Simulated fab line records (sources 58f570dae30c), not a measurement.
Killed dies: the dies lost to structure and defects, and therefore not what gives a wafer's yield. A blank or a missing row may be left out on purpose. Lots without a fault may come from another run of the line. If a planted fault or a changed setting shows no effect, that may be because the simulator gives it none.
fab line records	flow berkeley-cmos170
record lots=14	wafers=42	last-day=11
route steps=331 shown V1@264
lots that met no fault: taken from a fault-free run of the same line
start-h: hours from the record's first day to the start of the lot's first wafer shown	wait-h: how many hours have passed since the lot's step before this one	" identical to the entry in the row above	L1.1+2: a single row standing in for several wafers	- no value, or no start was given	* or withheld: withheld	< > ~ a bound
route shown NAME@n: names a module that has steps shown in the file, with the first one's number in the route	usual: average and standard deviation across the fault-free wafers	same: alike in all rows	chamber/n: place in a boat	sites: readings site by site	_std_site: standard deviation of those values	_edge_site: the outer-site mean with the inner-site mean subtracted	radius-mm: how far each site lies from the wafer's centre	mask NAME#n: copy n	behind: tool/chamber where the wafer was last shaped	hold: what put the lot on hold/how long, in hours/how the hold closed	device: the n, p or np transistor that did not switch	end of line: tests of these same wafers at the route's end	where a step has no rows: the recipe by itself	killed: count of dies lost to structure and defects at first sort (not the wafer's yield)	map: dies across one wafer; x = killed, . = not, _ = none there
set.NAME: the setting as run; set.NAME@STEP: as run at that earlier step	model.NAME: the simulator's own value behind a step, which no gauge read
steps of the route over a sample of lots; a table a step, a row a wafer
## steps
# step UCB170_V1_PEB_10
# recipe peb-temp-c=130	peb-time-s=withheld	resist=KrF
# usual heater-power-total-W=56.79/0.044
lot.wafer	tool	chamber	start-h	wait-h	heater-power-total-W
L101.3	litho-track-03	0	162.10	0.5	56.81
L101.4	"	0	"	"	56.82
L101.5	"	0	"	"	56.86
L102.1	litho-track-01	0	162.11	0.1	56.78
L102.2	"	0	"	"	56.82
L102.5	"	0	"	"	56.80
L108.3	litho-track-02	0	181.14	0.7	56.73
L108.4	"	0	"	"	56.78
L108.5	"	0	"	"	56.84
L104.2	litho-track-01	0	181.19	0.5	56.83
L104.5	"	0	"	"	56.80
L104.6	"	0	"	"	56.80
L107.2	litho-track-03	0	181.28	0.4	56.86
L107.5	"	0	"	"	56.81
L107.6	"	0	"	"	56.80
L106.1	litho-track-03	0	181.53	0.2	56.83
L106.3	"	0	"	"	56.72
L106.6	"	0	"	"	56.87
L110.2	litho-track-03	0	204.52	0.4	56.72
L110.4	"	0	"	"	56.83
L110.5	"	0	"	"	56.83
L109.1	litho-track-03	0	204.77	0.2	56.82
L109.4	"	0	"	"	56.77
L109.5	"	0	"	"	56.76
L112.1	litho-track-01	0	209.32	0.1	56.85
L112.2	"	0	"	"	56.75
L112.6	"	0	"	"	56.83
L113.1	litho-track-02	0	209.81	0.3	56.83
L113.4	"	0	"	"	56.76
L113.6	"	0	"	"	56.79
L116.1	litho-track-02	0	222.07	0.8	62.41
L116.4	"	0	"	"	62.46
L116.5	"	0	"	"	62.54
L117.3	litho-track-02	0	230.07	0.1	62.45
L117.4	"	0	"	"	62.52
L117.5	"	0	"	"	62.41
L118.1	litho-track-03	0	244.20	0.1	56.80
L118.2	"	0	"	"	56.85
L118.6	"	0	"	"	56.82
L124.1	litho-track-03	0	258.31	0.2	56.77
L124.2	"	0	"	"	56.78
L124.5	"	0	"	"	56.77
# step UCB170_V1_CD_MEAS_12
# recipe target-cd-nm=700
# usual cd-nm=700.1/1.3
lot.wafer	tool	chamber	start-h	wait-h	cd-nm
L101.3	cd-sem-02	-	162.36	-	700.2
L101.4	"	-	"	"	701.5
L101.5	"	-	"	"	699.2
L102.1	cd-sem-01	-	162.39	-	701.7
L102.2	"	-	"	"	702.0
L102.5	"	-	"	"	702.0
L108.3	cd-sem-02	-	181.41	-	700.5
L108.4	"	-	"	"	699.4
L108.5	"	-	"	"	699.4
L104.2	cd-sem-01	-	181.49	-	700.2
L104.5	"	-	"	"	699.8
L104.6	"	-	"	"	699.9
L107.2	cd-sem-02	-	181.55	-	699.9
L107.5	"	-	"	"	698.6
L107.6	"	-	"	"	699.3
L106.1	cd-sem-02	-	181.81	-	701.3
L106.3	"	-	"	"	701.1
L106.6	"	-	"	"	701.0
L110.2	cd-sem-02	-	204.79	-	700.8
L110.4	"	-	"	"	701.5
L110.5	"	-	"	"	701.8
L109.1	cd-sem-02	-	205.05	-	701.3
L109.4	"	-	"	"	702.7
L109.5	"	-	"	"	701.2
L112.1	cd-sem-01	-	209.59	-	701.2
L112.2	"	-	"	"	701.1
L112.6	"	-	"	"	700.0
L113.1	cd-sem-01	-	210.08	-	701.1
L113.4	"	-	"	"	700.2
L113.6	"	-	"	"	700.0
L116.1	cd-sem-02	-	222.34	-	678.5
L116.4	"	-	"	"	677.1
L116.5	"	-	"	"	677.6
L117.3	cd-sem-01	-	230.41	-	682.7
L117.4	"	-	"	"	683.5
L117.5	"	-	"	"	682.3
L118.1	cd-sem-01	-	244.48	-	698.1
L118.2	"	-	"	"	698.8
L118.6	"	-	"	"	698.2
L124.1	cd-sem-01	-	258.59	-	699.7
L124.2	"	-	"	"	699.6
L124.5	"	-	"	"	699.9
## key
first-sign step=UCB170_V1_PEB_10	reading=heater-power-total-W	direction=up	sigmas=99+	usual=56.79	struck=62.46
effect step=UCB170_V1_CD_MEAS_12	reading=cd-nm	direction=down	sigmas=15	usual=700.1	struck=680.3	through=control-loop
met-at UCB170_V1_PEB_10
struck-lots L116,L117
loop-trim step=UCB170_V1_EXPOSE_09	setting=dose	lots=L117
onset-between 209.81 222.07
fault kind=process-parameter-drift	tool=litho-track-02	chamber=-	onset-h=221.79	steps=UCB170_V1_PEB_10	channel=peb-time-s	offset=withheld	shape=step	end-h=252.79	acts-in=*
# loop-trim: a control loop set the setting to another value than it would have without faults
